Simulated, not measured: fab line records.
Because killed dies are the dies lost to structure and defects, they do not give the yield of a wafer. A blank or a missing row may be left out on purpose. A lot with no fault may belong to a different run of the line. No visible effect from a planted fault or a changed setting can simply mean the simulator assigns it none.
One fault seen from 2 desks + flow ritCmos + every desk sees just its own numbers, and what lay behind them comes last

== METROLOGY DESK ==
What the gauges read, lot by lot, whatever tool the lot ran on: means of the sampled wafers that have a number. The brackets show how far a lot's mean lies from the usual mean; more than 4 standard deviations puts the lot out of limits, marked OUT.
Columns: A = cdNm at RIT_CONTACT_CD_MEAS_08, usual 1000.5 nm; B = CONTACT_OVL at RIT_CONTACT_OVL_MEAS_09, usual 1.2 nm; C = cdNm at RIT_CONTACT_CD_MEAS_90, usual 1000.5 nm; D = M1_AL_RS at RIT_M1_RS_MEAS_01, usual 0.0729 ohm/sq; E = M1_AL_THK at RIT_M1_THK_MEAS_02, usual 399 nm; F = cdNm at RIT_M1_CD_MEAS_09, usual 2600.0 nm; G = M1_OVL at RIT_M1_OVL_MEAS_10, usual 1.0 nm
| lot  | first seen here | A      | B    | C      | D                        | E             | F      | G    |
|------|-----------------|--------|------|--------|--------------------------|---------------|--------|------|
| L793 | day 3 11:50     | 1001.9 | 0.0  | 1001.9 | 0.0728                   | 395           | 2604.4 | -1.7 |
| L794 | day 3 18:27     | 1002.6 | 0.4  | 1002.6 | 0.0734                   | 391           | 2602.8 | 1.4  |
| L797 | day 4 09:26     | 1002.6 | -0.0 | 1002.4 | 0.1092 (+43) OUT         | 325 (-13) OUT | 2598.7 | 1.4  |
| L799 | day 4 21:53     | 1001.8 | -1.7 | 1002.0 | 0.1169 (+52) OUT         | 310 (-15) OUT | 2600.7 | 1.2  |
| L801 | day 5 07:38     | 997.9  | 0.4  | 998.3  | 0.1596 (+99 or more) OUT | 231 (-28) OUT | 2597.5 | 1.4  |
| L812 | day 7 13:47     | 997.9  | 2.8  | 997.8  | 0.0723                   | 400           | 2598.0 | 0.6  |
| L813 | day 7 17:44     | 1000.8 | 0.3  | 1001.0 | 0.0733                   | 396           | 2601.9 | 1.2  |
This desk finds L797, L799, L801 out of limits, with the earliest case on L797 at day 4 10:54 (M1_AL_RS at RIT_M1_RS_MEAS_01). L793, L794, L812, L813 stayed within limits.

== FOR THE TOOL OWNER'S DESK: pvdSputter-02 ==
The tool's own readings at RIT_M1_SPUTTER_00 (material Al, target thk 400 nm, time 500 s): means of the sampled wafers that have a number, for each lot that ran on this tool. The brackets show how far a lot's mean lies from the usual mean; more than 4 standard deviations puts the lot out of limits, marked OUT.
Columns: A = cathodeDcPowerW at RIT_M1_SPUTTER_00, usual 2000.0 W; B = throttleValvePct at RIT_M1_SPUTTER_00, usual 30.5 %
| lot  | first seen here | A      | B    |
|------|-----------------|--------|------|
| L794 | day 3 19:36     | 1999.9 | 30.5 |
| L797 | day 4 10:36     | 2000.3 | 30.4 |
| L799 | day 4 23:01     | 1999.7 | 30.8 |
| L801 | day 5 08:47     | 1999.9 | 31.5 |
This desk's finding: nothing out of limits on any of the 4 lots.

== PUT TOGETHER ==
On L797, L799, L801, the metrology desk was in a position to raise an alarm at day 4 10:54.
Nothing out of limits was seen by the tool owner's desk.
On record at the tool owner's desk: L797, L799, L801, within its limits.
The lots listed all ran RIT_M1_SPUTTER_00 on pvdSputter-02.

== WHAT THE SIMULATOR HAD INSERTED ==
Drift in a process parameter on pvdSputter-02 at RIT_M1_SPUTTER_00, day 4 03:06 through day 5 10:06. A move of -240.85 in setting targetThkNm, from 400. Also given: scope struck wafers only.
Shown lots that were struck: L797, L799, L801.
Delay in hours, fault start to first out-of-limits reading, per desk: metrology desk 8.
